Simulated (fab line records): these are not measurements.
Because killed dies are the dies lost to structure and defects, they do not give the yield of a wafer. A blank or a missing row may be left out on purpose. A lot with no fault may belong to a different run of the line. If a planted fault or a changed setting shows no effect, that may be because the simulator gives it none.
Comparing a struck lot with a sound one :: flow berkeley-cmos170 :: 15 out of 331 route steps
Sound: these wafers, L595.2, L595.4, L595.6. Wafers struck: L603.1, L603.3, L603.5. The cause comes at the end.
For every step that has rows: the tool of each side, followed by ch and its chambers, followed by its first start. Under that, the readings that differ: sound wafers :: struck wafers :: difference of the means :: sigmas: that difference in standard deviations of wafers without a fault.
alike: readings whose means differ by less than 2 such deviations, and words and numbers that are the same on both sides. not compared: withheld readings, readings that some wafer has no value for, bounds like >300 that may hide the same value, and numbers for which the record gives no deviation and whose values overlap.
The two part at a step that has a row with sigmas, a row that says differs or no value, or rows on one side only. Non-overlapping numbers with no deviation appear without sigmas and do not part them. A reading that every wafer of one side lacks parts them only if that side has two wafers or more.

UCB170_V1_CD_MEAS_90: the cd target is 700 nm.
  sound on cd-sem-01 at day 8 02:56; struck on cd-sem-01 at day 9 23:49
  alike: cd-nm
then, 1 step without rows for these wafers: UCB170_M2_PRE_CLEAN_00 (preclean etch time 60 s).
UCB170_M2_SPUTTER_01: material Al, target thk 900 nm, time 120 s.
  sound on pvd-sputter-01 at day 8 03:06; struck on pvd-sputter-02 at day 10 00:00
reading: throttle-valve-pct (%)
sound: 29.1 29.7 28.6
struck: 30.9 32.0 32.1
difference: +2.5
sigmas: +2
UCB170_M2_RS_MEAS_02: measures by four-point-probe.
  sound on film-metro-01 at day 8 03:12; struck on film-metro-02 at day 10 00:05
  alike: M2_AL_RS
UCB170_M2_THK_MEAS_03: measures by xrf.
  sound on film-metro-01 at day 8 03:19; struck on film-metro-02 at day 10 00:12
  alike: M2_AL_THK
then, 3 steps without rows for these wafers: UCB170_M2_HMDS_04 (prime time 60 s); UCB170_M2_COAT_05 (resist thk 900 nm); UCB170_M2_SOFTBAKE_06 (time 60 s).
UCB170_M2_STRIP_07: strips in O2.
  sound on plasma-asher-04 ch 0,1, day 8 04:14; struck on plasma-asher-04 ch 1, day 10 00:43
  alike: drypump-motor-current-A, oes-product-au, strip-time-to-endpoint-s
  not compared: rf-hours-counter-h
then, 3 steps without rows for these wafers: UCB170_M2_STRIP_08 (strips KrF in DMSO, time 600 s); UCB170_M2_COAT_09; UCB170_M2_COAT_10 (resist thk 900 nm).
UCB170_M2_SOFTBAKE_11: time 60 s.
  sound on litho-track-03 ch 0, day 8 05:00; struck on litho-track-02 ch 0, day 10 01:00
reading: heater-power-total-W (W)
sound: 56.84 56.74 56.83
struck: 58.68 58.83 58.74
difference: +1.95
sigmas: +41

reading: run-length-s (s)
sound: 89.20 89.24 89.40
struck: 82.57 82.48 82.47
difference: -6.77
sigmas: -48
  alike: chill-plate-temp-C
then, 2 steps without rows for these wafers: UCB170_M2_EXPOSE_12 (exposes mask METAL2, target cd 700 nm); UCB170_M3_PROBE_99.

WHERE THEY PART
At UCB170_M2_SPUTTER_01 first; at UCB170_M2_SOFTBAKE_11 last (within this record only).

WHY: the cause the simulator had injected
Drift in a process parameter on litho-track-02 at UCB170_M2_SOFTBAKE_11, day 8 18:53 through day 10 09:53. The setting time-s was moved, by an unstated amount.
